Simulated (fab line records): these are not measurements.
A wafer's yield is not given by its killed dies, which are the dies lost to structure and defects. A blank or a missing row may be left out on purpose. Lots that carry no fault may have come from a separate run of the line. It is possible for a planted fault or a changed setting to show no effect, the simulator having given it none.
The tool behind it: which one? -- flow ritCmos -- 14 lots, 42 wafers sampled, at 5 steps of a route of 202

== WHAT THE GAUGES SHOWED, per wafer ==
RIT_ACTIVE_THK_MEAS_02. Usual: ACTIVE_OXIDE_THK typically reads 47.1 nm, with standard deviation 0.88.
lot,measured,on,ACTIVE_OXIDE_THK (nm),flag
L480,day 1 12:26,filmMetro-03,46.4 47.0 47.4,
L481,day 1 17:04,filmMetro-04,47.4 47.5 47.1,
L482,day 1 22:52,filmMetro-04,46.1 45.6 46.2,
L483,day 2 05:30,filmMetro-02,48.7 49.5 48.4,
L484,day 2 09:01,filmMetro-02,47.7 47.6 48.2,
L485,day 2 14:09,filmMetro-03,48.4 46.9 47.9,
L486,day 2 19:02,filmMetro-04,46.8 47.3 47.2,
L487,day 3 00:14,filmMetro-03,47.2 47.0 47.5,
L488,day 3 04:27,filmMetro-03,47.7 47.5 46.7,
L489,day 3 09:56,filmMetro-04,47.7 47.1 47.1,
L491,day 3 19:03,filmMetro-03,48.4 47.8 48.1,
L496,day 4 20:22,filmMetro-02,47.4 48.0 47.6,
L497,day 5 01:41,filmMetro-03,38.0 37.9 37.7,OFF
L500,day 5 17:21,filmMetro-02,36.7 36.9 36.5,OFF

RIT_ACTIVE_CD_MEAS_90 targets a cd of 1400 nm. Usual: 1400.3 nm for cdNm, sd 2.4.
lot,measured,on,cdNm (nm),flag
L480,day 1 16:17,cdSem-02,1399.6 1398.7 1401.6,
L481,day 1 20:02,cdSem-01,1402.1 1400.2 1400.7,
L482,day 2 01:50,cdSem-01,1397.4 1397.3 1397.6,
L483,day 2 08:39,cdSem-02,1400.6 1397.4 1400.0,
L484,day 2 12:07,cdSem-01,1394.6 1396.8 1397.0,
L485,day 2 17:08,cdSem-01,1403.4 1400.8 1401.7,
L486,day 2 22:00,cdSem-01,1398.1 1398.9 1398.5,
L487,day 3 03:15,cdSem-01,1404.0 1402.5 1402.1,
L488,day 3 07:33,cdSem-01,1398.4 1400.7 1401.2,
L489,day 3 12:54,cdSem-01,1399.4 1398.0 1399.0,
L491,day 3 22:28,cdSem-01,1403.6 1402.3 1401.7,
L496,day 4 23:32,cdSem-01,1401.4 1401.2 1401.0,
L497,day 5 04:47,cdSem-01,1399.0 1402.5 1400.8,
L500,day 5 20:23,cdSem-02,1397.1 1396.9 1397.2,

RIT_FOX1_THK_MEAS_01. Usual: FOX1_OXIDE_THK typically reads 354 nm, with standard deviation 8.1.
lot,measured,on,FOX1_OXIDE_THK (nm),flag
L480,day 1 18:22,filmMetro-04,370 367 367,
L481,day 1 22:29,filmMetro-01,364 367 369,
L482,day 2 07:04,filmMetro-01,363 365 367,
L483,day 2 10:29,filmMetro-01,357 361 358,
L484,day 2 14:32,filmMetro-04,359 354 360,
L485,day 2 20:48,filmMetro-01,352 363 355,
L486,day 3 01:26,filmMetro-04,352 352 348,
L487,day 3 05:04,filmMetro-03,355 350 354,
L488,day 3 10:34,filmMetro-01,348 354 349,
L489,day 3 16:21,filmMetro-04,341 339 341,
L491,day 4 01:41,filmMetro-04,366 364 361,
L496,day 5 03:15,filmMetro-01,339 348 342,
L497,day 5 07:44,filmMetro-04,352 350 353,
L500,day 5 23:02,filmMetro-01,360 361 361,

RIT_PSD_OVL_MEAS_06. Usual: PSD_OVL typically reads -0.2 nm, with standard deviation 1.4.
lot,measured,on,PSD_OVL (nm),flag
L480,day 3 04:02,overlay-02,0.2 -0.8 -0.4,
L481,day 3 10:53,overlay-02,-0.4 -1.4 -0.4,
L482,day 3 17:32,overlay-01,0.5 1.4 1.2,
L483,day 3 20:27,overlay-02,-1.6 -1.4 -0.8,
L484,day 4 01:17,overlay-02,1.1 -1.3 -1.3,
L485,day 4 08:01,overlay-02,0.6 0.2 0.2,
L486,day 4 10:06,overlay-02,-2.8 -1.7 -1.9,
L487,day 4 14:52,overlay-01,1.6 0.9 1.1,
L488,day 4 23:17,overlay-01,-0.7 0.7 0.8,
L489,day 5 07:49,overlay-02,-0.7 -0.4 -0.7,
L491,day 5 12:56,overlay-02,-3.7 -2.2 -2.1,
L496,day 6 13:20,overlay-02,-2.5 -1.4 -1.4,
L497,day 6 17:41,overlay-02,-2.7 -0.4 -0.5,
L500,day 7 09:42,overlay-01,-0.7 -0.1 2.2,

== WHAT TOOL EACH LOT RAN ON (gives the tool, then ch and the chambers of the sampled wafers, and finally the start) ==
lot,RIT_ACTIVE_OXIDATION_01
L480,"furnace-01 ch 0, day 1 10:31"
L481,"furnace-04 ch 0, day 1 15:07"
L482,"furnace-01 ch 0, day 1 20:56"
L483,"furnace-04 ch 0, day 2 03:34"
L484,"furnace-04 ch 0, day 2 07:04"
L485,"furnace-01 ch 0, day 2 12:12"
L486,"furnace-03 ch 0, day 2 17:06"
L487,"furnace-01 ch 0, day 2 22:17"
L488,"furnace-03 ch 0, day 3 02:31"
L489,"furnace-04 ch 0, day 3 08:01"
L491,"furnace-03 ch 0, day 3 17:07"
L496,"furnace-01 ch 0, day 4 18:26"
L497,"furnace-03 ch 0, day 4 23:45"
L500,"furnace-03 ch 0, day 5 15:25"
- RIT_ACTIVE_OXIDATION_01: target thk 46.8 nm, ox time 3360 s.

== AS READ BY THE TOOLS THEMSELVES (means over the sampled wafers that have a number; for cases with no such wafer, the mark the record gives instead) ==
RIT_ACTIVE_OXIDATION_01. Usual: spikeTcCentreC 1002.5 C, standard deviation 0.96; spikeTcLoadC 1027.6 C, standard deviation 1.5; spikeTcSourceC 1027.2 C, standard deviation 2; tubeCenterTempC 1000 C, standard deviation 0.097; tube_center_temp_C_max 1002.6, standard deviation 0.39.
lot,tool,spikeTcCentreC (C),spikeTcLoadC (C),spikeTcSourceC (C),tubeCenterTempC (C),tube_center_temp_C_max,flag
L480,furnace-01,1002.1,1028.7,1026.3,1000,1002.4,
L481,furnace-04,1003.2,1026.5,1029.6,1000,1002.4,
L482,furnace-01,1001.9,1028.5,1025.7,1000,1002.6,
L483,furnace-04,1002.4,1027.0,1029.2,1000,1002.7,
L484,furnace-04,1001.6,1027.6,1029.7,1000,1002.3,
L485,furnace-01,1003.1,1029.3,1025.4,1000,1002.5,
L486,furnace-03,1002.8,1026.7,1024.9,1000,1002.7,
L487,furnace-01,1002.1,1030.3,1026.3,1000,1002.5,
L488,furnace-03,1002.6,1026.5,1027.2,1000,1002.4,
L489,furnace-04,1001.6,1027.4,1030.9,1000,1002.4,
L491,furnace-03,1002.7,1026.8,1025.7,1000,1002.5,
L496,furnace-01,1002.8,1028.6,1025.6,1000,1002.6,
L497,furnace-03,978.3,1001.9,1002.2,976,978.9,OFF
L500,furnace-03,978.2,1001.9,1001.0,976,978.7,OFF

== THE ANSWER, worked out from the rows above alone ==
Rule: a lot is off if the mean of its wafers that have a number lies more than 3 standard deviations from the usual mean. Also off: a lot with no number at a reading for which 4 or more lots have one. Any other lot the step has rows for is counted as sound. After the gauges, taken in route order, come the tools' own readings; for these a lot's mean is taken, as printed above. The first step at which some lot is off is used, and at that step the reading that is off furthest; a lot without a number counts as furthest.
Off: L497, L500, seen at RIT_ACTIVE_THK_MEAS_02 (ACTIVE_OXIDE_THK).
A tool fits if, at a process step before that reading, it ran every lot that is off, and no sound lot after the first of them. Not tried: the gauges at RIT_ACTIVE_THK_MEAS_02; whatever is off there is also off at RIT_ACTIVE_OXIDATION_01, on other tools, and gauge error can't account for it. One fits: furnace-03 at RIT_ACTIVE_OXIDATION_01. Its last sound lot is L491 (day 3 17:07), its first lot that is off L497 (day 4 23:45): a fault that began between those two fits.
The tool's own readings at RIT_ACTIVE_OXIDATION_01 bear it out: on the lots that are off they differ by more than 5 times the standard deviation of the sound lots' means. spikeTcCentreC reads 978.2 C there against 1002.4 C on the sound lots; spikeTcLoadC reads 1001.9 C there against 1027.8 C on the sound lots; spikeTcSourceC reads 1001.6 C there against 1027.2 C on the sound lots; tubeCenterTempC reads 976 C there against 1000 C on the sound lots; tube_center_temp_C_max reads 978.8 there against 1002.5 on the sound lots.

== WHAT THE SIMULATOR HAD INSERTED ==
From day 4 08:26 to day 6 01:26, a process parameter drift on furnace-03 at RIT_ACTIVE_OXIDATION_01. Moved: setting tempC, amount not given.
Lots struck among those shown: L497, L500. The same result came from the rule above.
